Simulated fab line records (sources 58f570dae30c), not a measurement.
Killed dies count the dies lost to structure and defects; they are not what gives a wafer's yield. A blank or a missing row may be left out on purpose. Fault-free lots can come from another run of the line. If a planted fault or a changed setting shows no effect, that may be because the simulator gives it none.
2 desks looking at one fault    flow berkeley cmos170    each desk has only its own numbers; what lay behind them comes last

== AT THE TOOL OWNER'S DESK: implanter-03 ==
UCB170_PLDD_IMPLANT_08, tool's own readings: per-lot mean of the sampled wafers with a number, covering each lot this tool ran. If a lot's mean is further than 4 standard deviations from the usual mean, the lot is out of limits and carries the mark OUT (the distance appears in the brackets).
Columns: A = tilt deg at UCB170_PLDD_IMPLANT_08, usual 6.996 degrees
lot   first seen here  A
L489  day 6 06:17      7.016
L497  day 7 18:47      7.003
L504  day 9 07:44      6.738 (-13) OUT
L502  day 9 08:11      6.752 (-12) OUT
This desk finds L502, L504 out of limits, L504 being first, at day 9 07:44 (tilt deg at UCB170_PLDD_IMPLANT_08). L489, L497: within limits.

== AT THE METROLOGY DESK ==
Means of the sampled wafers that have a number, per lot and without regard to the tool the lot ran on: this is what the gauges read. If a lot's mean is further than 4 standard deviations from the usual mean, the lot is out of limits and carries the mark OUT (the distance appears in the brackets).
Columns: A = SACOX_OXIDE_THK at UCB170_SACOX_THK_MEAS_02, usual 14.46 nm; B = M3_BOW at UCB170_M3_BOW_MEAS_20, usual 35 um
lot   first seen here  A      B
L489  day 5 06:05      14.70  38
L491  day 5 06:06      14.75  40
L490  day 5 06:10      14.62  32
L492  day 5 14:50      14.19  34
L497  day 6 14:18      14.65  33
L495  day 6 14:19      14.40  34
L496  day 6 14:23      14.72  34
L502  day 8 01:09      14.42  35
L504  day 8 03:48      14.50  39
L508  day 9 03:33      14.04  35
L510  day 9 09:06      14.64  33
L511  day 9 15:52      14.47  38
This desk's finding: nothing out of limits on any of the 12 lots.

== PUT TOGETHER ==
At day 9 07:44, on L502, L504, the tool owner's desk was in a position to raise an alarm.
From the metrology desk's view, nothing was out of limits.
The metrology desk holds a record of L502, L504, inside its limits.
Of the lots named, all ran UCB170_PLDD_IMPLANT_08 on implanter-03.

== WHAT THE SIMULATOR PUT IN ==
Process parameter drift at UCB170_PLDD_IMPLANT_08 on implanter-03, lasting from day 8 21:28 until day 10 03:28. Setting tilt deg, moved by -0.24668, from 7. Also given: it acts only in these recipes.
Shown lots that were struck: L502, L504.
How many hours passed from the start of the fault until each desk's first out-of-limits reading: the tool owner's desk, 10.
